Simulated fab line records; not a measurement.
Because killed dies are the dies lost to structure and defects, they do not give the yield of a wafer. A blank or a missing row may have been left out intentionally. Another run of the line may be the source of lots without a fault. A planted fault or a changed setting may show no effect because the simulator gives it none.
fab line records | flow rit-cmos
record: lots: 14 | wafers: 42 | last-day: 8
route steps=202 shown ACTIVE@14
lots with no fault: from the same line, run without faults
start-h: hours from the record's opening day to when the first of the lot's shown wafers began | wait-h: hours since the lot's step before | " unchanged from the row above | L1.1+2: several wafers, shown together as one row | - no value present, or no start provided | * or withheld: withheld | < > ~ a bound
route shown NAME@n: names a module that has steps shown in the file, with the first one's number in the route | usual: mean/standard deviation of fault-free wafers | same: alike in all rows | chamber/n: place in a boat | sites: the reading at each site | _std_site: the standard deviation of these | _edge_site: mean of outer sites minus mean of inner sites | radius-mm: for every site, how far away it sits from the centre of the wafer | mask NAME#n: copy n | behind: the last tool/chamber to shape the wafer | hold: cause of the lot's hold/its duration in hours/its outcome | device: transistor that didn't switch, given as n, p or np | end of line: the tests these same wafers got at the end of their route | a step with no rows: only its recipe | killed: count of dies lost to structure and defects at first sort (not the wafer's yield) | map: a wafer's dies, marking killed ones x, the rest . and places with no die _
set.NAME: the setting as run; set.NAME@STEP: as run at that earlier step | model.NAME: the simulator's own value behind a step, which no gauge read
one table for each step of the route and one row for each wafer, over a sample of lots
services: the hour from which a tool's chamber was out of use, counted from the record's first day as start-h (under 0 if before that day), plus the number of hours and why
== steps ==
step: RIT_ACTIVE_ETCH_13
recipe: stop-on: SiO2 | chemistry: SF6 | target: Si3N4 | time-s: 210 | over-etch-frac: 0.4 | SF6_flow_sccm: 200 | pressure-mtorr: 260 | rf-w: 125 | target-depth-a: 2100
usual: drypump-motor-current-A: 5.8/0.48 | oes-product-au: 0.825/0.011 | rf-fwd-power-W: 124.7/0.41 | throttle-valve-pct: 7.53/0.084
lot.wafer | tool        | chamber | start-h | wait-h | drypump-motor-current-A | oes-product-au | rf-fwd-power-W | rf-hours-counter-h | throttle-valve-pct
L498.1    | rie-diel-04 | 0       | 17.29   | 0.1    | 5.7                     | 0.824          | 124.6          | 35                 | 7.33
L498.5    | "           | 3       | "       | "      | 5.6                     | 0.811          | 125.2          | -                  | 7.63
L498.6    | "           | 0       | "       | "      | 5.7                     | 0.828          | 124.7          | -                  | 7.33
L500.2    | rie-diel-03 | 1       | 24.74   | 0.1    | 5.6                     | 0.817          | 124.7          | 134                | 7.62
L500.3    | "           | 3       | "       | "      | 6.2                     | 0.842          | 125.0          | 60                 | 7.57
L500.6    | "           | 2       | "       | "      | 5.9                     | 0.804          | 123.9          | -                  | 7.64
L501.4    | rie-diel-01 | 1       | 29.71   | 0.1    | 6.3                     | 0.835          | 124.8          | 92                 | 7.41
L501.5    | "           | 3       | "       | "      | 5.8                     | 0.825          | 125.0          | -                  | 7.58
L501.6    | "           | 0       | "       | "      | 6.3                     | 0.838          | 124.8          | -                  | 7.54
L503.2    | rie-diel-01 | 3       | 39.87   | 0.1    | 5.8                     | 0.827          | 124.2          | 53                 | 7.57
L503.4    | "           | 0       | "       | "      | 6.3                     | 0.828          | 125.0          | 1                  | 7.54
L503.6    | "           | 0       | "       | "      | 6.3                     | 0.831          | 125.2          | -                  | 7.53
L506.1    | rie-diel-01 | 0       | 55.18   | 0.1    | 6.3                     | 0.833          | 174.7          | 2                  | 7.54
L506.2    | "           | 1       | "       | "      | 6.4                     | 0.836          | 174.9          | 92                 | 7.41
L506.6    | "           | 0       | "       | "      | 6.3                     | 0.820          | 174.5          | -                  | 7.52
L507.2    | rie-diel-03 | 0       | 61.29   | 0.1    | 5.5                     | 0.825          | 124.8          | 112                | 7.61
L507.3    | "           | 2       | "       | "      | 5.9                     | 0.817          | 124.6          | 161                | 7.61
L507.5    | "           | 1       | "       | "      | 5.6                     | 0.817          | 125.0          | -                  | 7.63
L508.2    | rie-diel-01 | 2       | 65.86   | 0.1    | 5.0                     | 0.823          | 174.8          | 5                  | 7.48
L508.4    | "           | 0       | "       | "      | 6.4                     | 0.830          | 174.1          | 2                  | 7.54
L508.5    | "           | 3       | "       | "      | 5.8                     | 0.815          | 174.0          | -                  | 7.56
L509.3    | rie-diel-01 | 3       | 70.16   | 0.1    | 5.8                     | 0.823          | 174.6          | 54                 | 7.56
L509.4    | "           | 0       | "       | "      | 6.3                     | 0.837          | 174.6          | 2                  | 7.53
L509.5    | "           | 2       | "       | "      | 5.0                     | 0.821          | 175.3          | -                  | 7.49
L511.1    | rie-diel-04 | 0       | 80.50   | 0.1    | 5.7                     | 0.823          | 125.1          | 37                 | 7.31
L511.3    | "           | 2       | "       | "      | 6.7                     | 0.825          | 125.7          | 19                 | 7.59
L511.5    | "           | 0       | "       | "      | 5.7                     | 0.821          | 125.2          | -                  | 7.30
L512.2    | rie-diel-03 | 0       | 85.91   | 0.1    | 5.5                     | 0.832          | 125.0          | 113                | 7.61
L512.3    | "           | 3       | "       | "      | 6.2                     | 0.851          | 124.5          | 60                 | 7.57
L512.4    | "           | 3       | "       | "      | 6.2                     | 0.835          | 124.8          | -                  | 7.59
L515.2    | rie-diel-03 | 0       | 102.39  | 0.1    | 5.5                     | 0.810          | 124.4          | 113                | 7.63
L515.3    | "           | 3       | "       | "      | 6.2                     | 0.845          | 124.6          | 61                 | 7.56
L515.5    | "           | 3       | "       | "      | 6.2                     | 0.840          | 124.4          | -                  | 7.57
L518.1    | rie-diel-03 | 2       | 118.01  | 0.1    | 5.9                     | 0.815          | 124.6          | 162                | 7.61
L518.3    | "           | 2       | "       | "      | 5.9                     | 0.807          | 124.4          | -                  | 7.61
L518.5    | "           | 3       | "       | "      | 6.2                     | 0.832          | 124.8          | -                  | 7.58
L520.1    | rie-diel-03 | 2       | 128.48  | 0.1    | 5.9                     | 0.814          | 124.5          | 162                | 7.62
L520.3    | "           | 3       | "       | "      | 6.2                     | 0.844          | 124.7          | 61                 | 7.58
L520.4    | "           | 2       | "       | "      | 5.9                     | 0.817          | 124.3          | -                  | 7.62
L521.3    | rie-diel-01 | 3       | 135.76  | 0.1    | 5.8                     | 0.835          | 124.9          | 55                 | 7.55
L521.4    | "           | 0       | "       | "      | 6.3                     | 0.833          | 124.5          | 3                  | 7.52
L521.5    | "           | 2       | "       | "      | 5.0                     | 0.829          | 125.1          | -                  | 7.47
== services ==
tool        | chamber | start-h | hours | kind
rie-diel-01 | 2       | -1.86   | 5.7   | repair
rie-diel-01 | -       | 2.34    | 2.8   | pm
rie-diel-03 | 3       | 58.70   | 7.6   | repair
rie-diel-03 | -       | 62.19   | 4.3   | pm
rie-diel-03 | 1       | 81.59   | 80.9  | repair
rie-diel-04 | 2       | 107.10  | 10.3  | repair
rie-diel-03 | 0       | 113.14  | 5.3   | repair
== key ==
first-sign: step: RIT_ACTIVE_ETCH_13 | reading: rf-fwd-power-W | direction: up | sigmas: 99+ | usual: 124.7 | struck: 174.6
effect none on later readings
met-at RIT_ACTIVE_ETCH_13
struck-lots L506,L508,L509
later-rows-left-out L506.1,L506.2,L506.6,L508.2,L508.4,L508.5,L509.3,L509.4,L509.5
sort-left-out L506.1,L506.2,L506.6,L508.2,L508.4,L508.5,L509.3,L509.4,L509.5
tester-left-out L506,L508,L509
onset-between 39.87 55.18
fault: kind: process-parameter-drift | tool: rie-diel-01 | chamber: - | onset-h: 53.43 | steps: RIT_ACTIVE_ETCH_13 | channel: rf-w | offset: 50 | shape: step | end-h: 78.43 | acts-in: these-recipes-only | stated: 125
tester-left-out: of these lots the tester's yield and bins aren't shown, on N5 and GAA mostly nor the transistor test; their killed dies are dies lost to structure and defects alone, not to doping, threshold or leakage, so they don't give the yield
sort-left-out: the simulated sort isn't trusted on such a fault, so these wafers' sort isn't shown, and their yield isn't known
later-rows-left-out: the simulator's readings of these wafers behind a module that went badly wrong aren't trusted and aren't shown, but for the sort
